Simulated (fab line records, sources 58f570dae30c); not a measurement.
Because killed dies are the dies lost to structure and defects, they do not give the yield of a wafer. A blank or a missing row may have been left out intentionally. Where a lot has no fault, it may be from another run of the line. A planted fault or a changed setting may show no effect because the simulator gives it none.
Which tool did it? -- flow berkeley cmos170 -- 14 lots with 42 wafers sampled at 2 steps, on a route of 331 steps

WHAT EACH GAUGE READ, for each wafer
UCB170_PFIELD_TW_MEAS_09.
lot,measured,on,PFIELD_TW
L822,day 4 14:24,film metro-01,606 602 600
L823,day 5 03:50,film metro-03,606 608 610
L825,day 5 06:39,film metro-03,610 608 607
L827,day 5 18:01,film metro-03,608 607 607
L826,day 5 18:14,film metro-02,603 606 604
L831,day 6 15:16,film metro-01,592 597 596
L832,day 6 22:32,film metro-01,595 594 593
L834,day 7 01:35,film metro-01,595 596 597
L835,day 7 10:25,film metro-01,592 593 593
L837,day 8 02:02,film metro-02,674 673 670
L836,day 8 02:15,film metro-01,600 598 602
L838,day 8 07:21,film metro-03,603 601 603
L839,day 8 07:50,film metro-02,671 674 672
L841,day 8 21:40,film metro-02,605 601 601

WHAT TOOL EACH LOT RAN ON (gives the tool, then ch and the chambers of the sampled wafers, and finally the start)
lot,UCB170_PFIELD_IMPLANT_07
L822,"implanter-04 ch 0, day 4 14:09"
L823,"implanter-01 ch 0, day 5 03:35"
L825,"implanter-02 ch 0, day 5 06:24"
L827,"implanter-02 ch 0, day 5 17:46"
L826,"implanter-01 ch 0, day 5 17:59"
L831,"implanter-01 ch 0, day 6 15:02"
L832,"implanter-04 ch 0, day 6 22:17"
L834,"implanter-04 ch 0, day 7 01:20"
L835,"implanter-01 ch 0, day 7 10:11"
L837,"implanter-04 ch 0, day 8 01:49"
L836,"implanter-02 ch 0, day 8 02:00"
L838,"implanter-01 ch 0, day 8 07:08"
L839,"implanter-04 ch 0, day 8 07:35"
L841,"implanter-01 ch 0, day 8 21:25"
- UCB170_PFIELD_IMPLANT_07

AS READ BY THE TOOLS THEMSELVES (means over the sampled wafers that have a number; for cases with no such wafer, the mark the record gives instead)
UCB170_PFIELD_IMPLANT_07.
lot,tool,dose ions cm2,faraday current uA
L822,implanter-04,1.9989e+13,64.6
L823,implanter-01,1.9975e+13,65.1
L825,implanter-02,1.9980e+13,63.3
L827,implanter-02,2.0012e+13,63.7
L826,implanter-01,2.0022e+13,62.4
L831,implanter-01,1.9994e+13,62.9
L832,implanter-04,1.9996e+13,63.3
L834,implanter-04,2.0016e+13,64.0
L835,implanter-01,1.9999e+13,63.0
L837,implanter-04,2.8568e+13,93.8
L836,implanter-02,2.0008e+13,63.1
L838,implanter-01,1.9996e+13,64.0
L839,implanter-04,2.8547e+13,90.3
L841,implanter-01,1.9996e+13,63.0

THE ANSWER, worked out from the rows above alone
Rule: the lots themselves supply what counts as usual. The widest of any qualifying gaps counts: lots, ordered by their means at a reading, are off when they make up no more than a third of the lots, leave a main group of 4 or more, and stand apart from it by 3 or more times the standard deviation of that group's means. A main group is skipped when, at the precision printed for the reading in the tables above, its means are all equal. A lot without any number at a reading at which 4 lots or more have one is off too. Where the step has rows for the other lots, those lots are counted as sound. Order of review: gauges by route order, followed by the tools' own readings, for which a lot's mean as printed above is used. At the first step where some lot is off, the reading lying furthest off is the one used; lots without a number count as furthest.
Off: L837, L839, seen at UCB170_PFIELD_TW_MEAS_09 (PFIELD_TW). The main group: mean 601, standard deviation 5.3.
A tool fits if, at a process step before that reading, it ran every lot that is off, and no sound lot after the first of them. Not tried: the gauges at UCB170_PFIELD_TW_MEAS_09; whatever is off there is also off at UCB170_PFIELD_IMPLANT_07, on other tools, and gauge error can't account for it. One candidate fits, namely implanter-04 at UCB170_PFIELD_IMPLANT_07. Its last sound lot is L834 (day 7 01:20), its first lot that is off L837 (day 8 01:49): a fault that began between those two fits.
The tool's own readings at UCB170_PFIELD_IMPLANT_07 bear it out: on the lots that are off they differ by more than 5 times the standard deviation of the sound lots' means. dose ions cm2 reads 2.8558e+13 there against 1.9999e+13 on the sound lots; faraday current uA reads 92.0 there against 63.5 on the sound lots.

WHAT THE SIMULATOR HAD PUT IN
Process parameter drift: implanter-04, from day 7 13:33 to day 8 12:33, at UCB170_PFIELD_IMPLANT_07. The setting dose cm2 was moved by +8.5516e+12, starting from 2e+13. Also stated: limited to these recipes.
Shown lots that were struck: L837, L839. The rule given above showed the same thing.
